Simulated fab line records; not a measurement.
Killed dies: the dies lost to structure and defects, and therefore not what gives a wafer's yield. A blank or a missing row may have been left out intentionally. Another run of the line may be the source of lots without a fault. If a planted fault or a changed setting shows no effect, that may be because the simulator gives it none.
Which tool is to blame? || flow berkeley_cmos170 || Sampling: 15 lots, 45 wafers, 4 of 331 route steps

WHAT THE GAUGES SHOWED, per wafer
UCB170_ACTIVE_CD_MEAS_13: the cd target is 1200 nm. Usual: cd_nm reads 1200.6 nm (standard deviation 1.6).
{"lot": "L582", "measured": "day 4 05:19", "on": "cd_sem-01", "cd_nm (nm)": "1199.0 1199.6 1199.4", "flag": ""}
{"lot": "L584", "measured": "day 4 10:44", "on": "cd_sem-01", "cd_nm (nm)": "1199.7 1200.5 1200.3", "flag": ""}
{"lot": "L586", "measured": "day 5 01:07", "on": "cd_sem-02", "cd_nm (nm)": "1201.3 1200.8 1200.3", "flag": ""}
{"lot": "L587", "measured": "day 5 07:41", "on": "cd_sem-01", "cd_nm (nm)": "1199.9 1198.2 1199.5", "flag": ""}
{"lot": "L588", "measured": "day 5 22:01", "on": "cd_sem-02", "cd_nm (nm)": "1203.9 1204.6 1202.7", "flag": ""}
{"lot": "L590", "measured": "day 5 22:23", "on": "cd_sem-01", "cd_nm (nm)": "1201.3 1198.5 1200.8", "flag": ""}
{"lot": "L592", "measured": "day 6 14:49", "on": "cd_sem-01", "cd_nm (nm)": "1199.3 1199.8 1200.2", "flag": ""}
{"lot": "L591", "measured": "day 6 04:42", "on": "cd_sem-01", "cd_nm (nm)": "1201.7 1200.7 1201.0", "flag": ""}
{"lot": "L594", "measured": "day 6 15:04", "on": "cd_sem-01", "cd_nm (nm)": "1201.8 1202.6 1200.6", "flag": ""}
{"lot": "L595", "measured": "day 7 00:53", "on": "cd_sem-02", "cd_nm (nm)": "1199.7 1199.0 1199.6", "flag": ""}
{"lot": "L597", "measured": "day 7 16:52", "on": "cd_sem-02", "cd_nm (nm)": "1196.9 1197.8 1197.2", "flag": ""}
{"lot": "L599", "measured": "day 7 23:50", "on": "cd_sem-01", "cd_nm (nm)": "1202.8 1203.1 1203.1", "flag": ""}
{"lot": "L600", "measured": "day 7 23:01", "on": "cd_sem-01", "cd_nm (nm)": "1201.8 1202.5 1202.7", "flag": ""}
{"lot": "L603", "measured": "day 8 13:22", "on": "cd_sem-01", "cd_nm (nm)": "1199.9 1200.7 1200.0", "flag": ""}
{"lot": "L604", "measured": "day 8 21:51", "on": "cd_sem-01", "cd_nm (nm)": "1199.7 1199.8 1200.6", "flag": ""}

UCB170_PFIELD_OVL_MEAS_06. Usual: PFIELD_OVL gives 6 nm (standard deviation 5.6).
{"lot": "L582", "measured": "day 4 07:18", "on": "overlay-01", "PFIELD_OVL (nm)": "4 6 6", "flag": ""}
{"lot": "L584", "measured": "day 4 13:03", "on": "overlay-01", "PFIELD_OVL (nm)": "0 -3 -3", "flag": ""}
{"lot": "L586", "measured": "day 5 03:02", "on": "overlay-02", "PFIELD_OVL (nm)": "0 -1 -3", "flag": ""}
{"lot": "L587", "measured": "day 5 11:44", "on": "overlay-02", "PFIELD_OVL (nm)": "12 21 12", "flag": ""}
{"lot": "L588", "measured": "day 6 01:51", "on": "overlay-02", "PFIELD_OVL (nm)": "2 12 3", "flag": ""}
{"lot": "L590", "measured": "day 6 01:55", "on": "overlay-02", "PFIELD_OVL (nm)": "10 9 9", "flag": ""}
{"lot": "L592", "measured": "day 6 18:08", "on": "overlay-01", "PFIELD_OVL (nm)": "9 9 9", "flag": ""}
{"lot": "L591", "measured": "day 6 06:53", "on": "overlay-02", "PFIELD_OVL (nm)": "4 1 7", "flag": ""}
{"lot": "L594", "measured": "day 6 18:18", "on": "overlay-01", "PFIELD_OVL (nm)": "4 6 4", "flag": ""}
{"lot": "L595", "measured": "day 7 02:43", "on": "overlay-02", "PFIELD_OVL (nm)": "11 -3 14", "flag": ""}
{"lot": "L597", "measured": "day 7 18:55", "on": "overlay-01", "PFIELD_OVL (nm)": "11 5 7", "flag": ""}
{"lot": "L599", "measured": "day 8 04:06", "on": "overlay-01", "PFIELD_OVL (nm)": "-1 3 7", "flag": ""}
{"lot": "L600", "measured": "day 8 04:14", "on": "overlay-01", "PFIELD_OVL (nm)": "19 13 6", "flag": ""}
{"lot": "L603", "measured": "day 8 15:14", "on": "overlay-01", "PFIELD_OVL (nm)": "-1 -3 -7", "flag": ""}
{"lot": "L604", "measured": "day 9 02:11", "on": "overlay-02", "PFIELD_OVL (nm)": "7 3 11", "flag": ""}

WHAT TOOL EACH LOT RAN ON (gives the tool, then ch and the chambers of the sampled wafers, and finally the start)
{"lot": "L582", "UCB170_PWELL_STRIP_16": "plasma_asher-03 ch 0,1, day 2 21:46", "UCB170_ACTIVE_ETCH_15": "rie_diel-01 ch 0,1,3, day 4 05:27"}
{"lot": "L584", "UCB170_PWELL_STRIP_16": "plasma_asher-01 ch 1, day 3 06:01", "UCB170_ACTIVE_ETCH_15": "rie_diel-01 ch 0,1, day 4 10:53"}
{"lot": "L586", "UCB170_PWELL_STRIP_16": "plasma_asher-03 ch 0,1, day 3 22:13", "UCB170_ACTIVE_ETCH_15": "rie_diel-03 ch 2,3, day 5 01:16"}
{"lot": "L587", "UCB170_PWELL_STRIP_16": "plasma_asher-01 ch 1, day 4 03:20", "UCB170_ACTIVE_ETCH_15": "rie_diel-04 ch 2,3, day 5 07:50"}
{"lot": "L588", "UCB170_PWELL_STRIP_16": "plasma_asher-03 ch 0,1, day 4 13:22", "UCB170_ACTIVE_ETCH_15": "rie_diel-04 ch 0,3, day 5 22:10"}
{"lot": "L590", "UCB170_PWELL_STRIP_16": "plasma_asher-04 ch 0,1, day 4 21:49", "UCB170_ACTIVE_ETCH_15": "rie_diel-03 ch 0,1, day 5 22:31"}
{"lot": "L592", "UCB170_PWELL_STRIP_16": "plasma_asher-01 ch 0,1, day 5 04:09", "UCB170_ACTIVE_ETCH_15": "rie_diel-04 ch 1,2, day 6 14:56"}
{"lot": "L591", "UCB170_PWELL_STRIP_16": "plasma_asher-03 ch 0,1, day 5 04:36", "UCB170_ACTIVE_ETCH_15": "rie_diel-04 ch 1,3, day 6 04:51"}
{"lot": "L594", "UCB170_PWELL_STRIP_16": "plasma_asher-01 ch 0,1, day 5 11:47", "UCB170_ACTIVE_ETCH_15": "rie_diel-01 ch 0,3, day 6 15:11"}
{"lot": "L595", "UCB170_PWELL_STRIP_16": "plasma_asher-01 ch 0, day 5 19:37", "UCB170_ACTIVE_ETCH_15": "rie_diel-04 ch 0,1,2, day 7 01:02"}
{"lot": "L597", "UCB170_PWELL_STRIP_16": "plasma_asher-03 ch 0,1, day 6 10:11", "UCB170_ACTIVE_ETCH_15": "rie_diel-04 ch 2,3, day 7 17:01"}
{"lot": "L599", "UCB170_PWELL_STRIP_16": "plasma_asher-03 ch 0,1, day 6 15:55", "UCB170_ACTIVE_ETCH_15": "rie_diel-01 ch 0,1,3, day 7 23:59"}
{"lot": "L600", "UCB170_PWELL_STRIP_16": "plasma_asher-03 ch 0,1, day 6 20:19", "UCB170_ACTIVE_ETCH_15": "rie_diel-03 ch 0,3, day 7 23:11"}
{"lot": "L603", "UCB170_PWELL_STRIP_16": "plasma_asher-04 ch 0,1, day 7 06:58", "UCB170_ACTIVE_ETCH_15": "rie_diel-01 ch 0,1, day 8 13:31"}
{"lot": "L604", "UCB170_PWELL_STRIP_16": "plasma_asher-03 ch 0,1, day 7 16:35", "UCB170_ACTIVE_ETCH_15": "rie_diel-01 ch 0,1,2, day 8 21:59"}
- UCB170_PWELL_STRIP_16: strips in O2.
- UCB170_ACTIVE_ETCH_15: etches Si3N4 in CH3F/Ar/O2, stops on SiO2, target depth 242 nm, time 151 s.

AS READ BY THE TOOLS THEMSELVES (means over the sampled wafers that have a number; for cases with no such wafer, the mark the record gives instead)
UCB170_PWELL_STRIP_16. Usual: drypump_motor_current_A 5.9 A, standard deviation 0.35; oes_product_au 0.721 a.u., standard deviation 0.0041; strip_time_to_endpoint_s 18.18 s, standard deviation 0.09.
{"lot": "L582", "tool": "plasma_asher-03", "drypump_motor_current_A (A)": 6.2, "oes_product_au (a.u.)": 0.724, "strip_time_to_endpoint_s (s)": 18.19, "flag": ""}
{"lot": "L584", "tool": "plasma_asher-01", "drypump_motor_current_A (A)": 5.8, "oes_product_au (a.u.)": 0.720, "strip_time_to_endpoint_s (s)": 18.16, "flag": ""}
{"lot": "L586", "tool": "plasma_asher-03", "drypump_motor_current_A (A)": 6.2, "oes_product_au (a.u.)": 0.720, "strip_time_to_endpoint_s (s)": 18.15, "flag": ""}
{"lot": "L587", "tool": "plasma_asher-01", "drypump_motor_current_A (A)": 5.8, "oes_product_au (a.u.)": 0.723, "strip_time_to_endpoint_s (s)": 18.27, "flag": ""}
{"lot": "L588", "tool": "plasma_asher-03", "drypump_motor_current_A (A)": 6.2, "oes_product_au (a.u.)": 0.719, "strip_time_to_endpoint_s (s)": 18.12, "flag": ""}
{"lot": "L590", "tool": "plasma_asher-04", "drypump_motor_current_A (A)": 5.1, "oes_product_au (a.u.)": 0.721, "strip_time_to_endpoint_s (s)": 18.12, "flag": ""}
{"lot": "L592", "tool": "plasma_asher-01", "drypump_motor_current_A (A)": 5.9, "oes_product_au (a.u.)": 0.723, "strip_time_to_endpoint_s (s)": 18.36, "flag": ""}
{"lot": "L591", "tool": "plasma_asher-03", "drypump_motor_current_A (A)": 6.2, "oes_product_au (a.u.)": 0.723, "strip_time_to_endpoint_s (s)": 18.15, "flag": ""}
{"lot": "L594", "tool": "plasma_asher-01", "drypump_motor_current_A (A)": 6.0, "oes_product_au (a.u.)": 0.722, "strip_time_to_endpoint_s (s)": 18.19, "flag": ""}
{"lot": "L595", "tool": "plasma_asher-01", "drypump_motor_current_A (A)": 6.1, "oes_product_au (a.u.)": 0.720, "strip_time_to_endpoint_s (s)": 18.17, "flag": ""}
{"lot": "L597", "tool": "plasma_asher-03", "drypump_motor_current_A (A)": 6.2, "oes_product_au (a.u.)": 0.723, "strip_time_to_endpoint_s (s)": 18.19, "flag": ""}
{"lot": "L599", "tool": "plasma_asher-03", "drypump_motor_current_A (A)": 6.2, "oes_product_au (a.u.)": 0.720, "strip_time_to_endpoint_s (s)": 18.23, "flag": ""}
{"lot": "L600", "tool": "plasma_asher-03", "drypump_motor_current_A (A)": 6.1, "oes_product_au (a.u.)": 0.720, "strip_time_to_endpoint_s (s)": 18.24, "flag": ""}
{"lot": "L603", "tool": "plasma_asher-04", "drypump_motor_current_A (A)": 5.3, "oes_product_au (a.u.)": 0.724, "strip_time_to_endpoint_s (s)": 18.12, "flag": ""}
{"lot": "L604", "tool": "plasma_asher-03", "drypump_motor_current_A (A)": 6.1, "oes_product_au (a.u.)": 0.724, "strip_time_to_endpoint_s (s)": 18.26, "flag": ""}

UCB170_ACTIVE_ETCH_15. Usual: drypump_motor_current_A 5.7 A, standard deviation 0.42; oes_product_au 0.948 a.u., standard deviation 0.013; run_length_s 179.4 s, standard deviation 0.44; throttle_valve_pct 8.01 %, standard deviation 0.15.
{"lot": "L582", "tool": "rie_diel-01", "drypump_motor_current_A (A)": 5.4, "oes_product_au (a.u.)": 0.963, "run_length_s (s)": 179.4, "throttle_valve_pct (%)": 7.91, "flag": ""}
{"lot": "L584", "tool": "rie_diel-01", "drypump_motor_current_A (A)": 5.4, "oes_product_au (a.u.)": 0.960, "run_length_s (s)": 179.4, "throttle_valve_pct (%)": 7.93, "flag": ""}
{"lot": "L586", "tool": "rie_diel-03", "drypump_motor_current_A (A)": 6.0, "oes_product_au (a.u.)": 0.930, "run_length_s (s)": 179.0, "throttle_valve_pct (%)": 7.88, "flag": ""}
{"lot": "L587", "tool": "rie_diel-04", "drypump_motor_current_A (A)": 5.7, "oes_product_au (a.u.)": 0.944, "run_length_s (s)": 179.1, "throttle_valve_pct (%)": 8.15, "flag": ""}
{"lot": "L588", "tool": "rie_diel-04", "drypump_motor_current_A (A)": 6.3, "oes_product_au (a.u.)": 0.942, "run_length_s (s)": 179.7, "throttle_valve_pct (%)": 8.11, "flag": ""}
{"lot": "L590", "tool": "rie_diel-03", "drypump_motor_current_A (A)": 5.7, "oes_product_au (a.u.)": 0.945, "run_length_s (s)": 180.0, "throttle_valve_pct (%)": 8.03, "flag": ""}
{"lot": "L592", "tool": "rie_diel-04", "drypump_motor_current_A (A)": 5.6, "oes_product_au (a.u.)": 0.942, "run_length_s (s)": 179.4, "throttle_valve_pct (%)": 8.16, "flag": ""}
{"lot": "L591", "tool": "rie_diel-04", "drypump_motor_current_A (A)": 5.9, "oes_product_au (a.u.)": 0.946, "run_length_s (s)": 179.0, "throttle_valve_pct (%)": 8.08, "flag": ""}
{"lot": "L594", "tool": "rie_diel-01", "drypump_motor_current_A (A)": 5.2, "oes_product_au (a.u.)": 0.964, "run_length_s (s)": 179.3, "throttle_valve_pct (%)": 8.02, "flag": ""}
{"lot": "L595", "tool": "rie_diel-04", "drypump_motor_current_A (A)": 5.9, "oes_product_au (a.u.)": 0.950, "run_length_s (s)": 179.7, "throttle_valve_pct (%)": 8.10, "flag": ""}
{"lot": "L597", "tool": "rie_diel-04", "drypump_motor_current_A (A)": 5.6, "oes_product_au (a.u.)": 0.942, "run_length_s (s)": 178.9, "throttle_valve_pct (%)": 8.19, "flag": ""}
{"lot": "L599", "tool": "rie_diel-01", "drypump_motor_current_A (A)": 5.4, "oes_product_au (a.u.)": 1.005, "run_length_s (s)": 171.8, "throttle_valve_pct (%)": 7.93, "flag": "OFF"}
{"lot": "L600", "tool": "rie_diel-03", "drypump_motor_current_A (A)": 6.3, "oes_product_au (a.u.)": 0.941, "run_length_s (s)": 179.2, "throttle_valve_pct (%)": 7.90, "flag": ""}
{"lot": "L603", "tool": "rie_diel-01", "drypump_motor_current_A (A)": 5.4, "oes_product_au (a.u.)": 1.005, "run_length_s (s)": 172.0, "throttle_valve_pct (%)": 7.92, "flag": "OFF"}
{"lot": "L604", "tool": "rie_diel-01", "drypump_motor_current_A (A)": 5.6, "oes_product_au (a.u.)": 1.005, "run_length_s (s)": 172.3, "throttle_valve_pct (%)": 7.95, "flag": "OFF"}

THE ANSWER, worked out from the rows above alone
Rule: a lot counts as off when the mean over its wafers that have a number is more than 3 standard deviations away from the usual mean. Also off: a lot with no number at a reading for which 4 or more lots have one. Where the step has rows for the other lots, those lots are counted as sound. Order of review: gauges by route order, followed by the tools' own readings, for which a lot's mean as printed above is used. The first step at which some lot is off is used, and at that step the reading that is off furthest; a lot without a number counts as furthest.
Off: L599, L603, L604 (UCB170_ACTIVE_ETCH_15, run_length_s).
If a tool, at that step or one of the process steps before it, ran each lot that is off and ran no sound lot following the first of them, it fits. One candidate fits, namely rie_diel-01 at UCB170_ACTIVE_ETCH_15. A fault onset in the window from L594 (day 6 15:11, its last sound lot) to L599 (day 7 23:59, its first lot off) fits.
The tool's own readings at UCB170_ACTIVE_ETCH_15 bear it out: on the lots that are off they differ by more than 5 times the standard deviation of the sound lots' means. oes_product_au reads 1.005 a.u. there against 0.947 a.u. on the sound lots; run_length_s reads 172.0 s there against 179.3 s on the sound lots.

WHAT WAS PUT IN BY THE SIMULATOR
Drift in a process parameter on rie_diel-01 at UCB170_ACTIVE_ETCH_15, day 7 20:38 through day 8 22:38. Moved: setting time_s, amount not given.
Lots struck among those shown: L599, L603, L604. Same finding as the rule above.
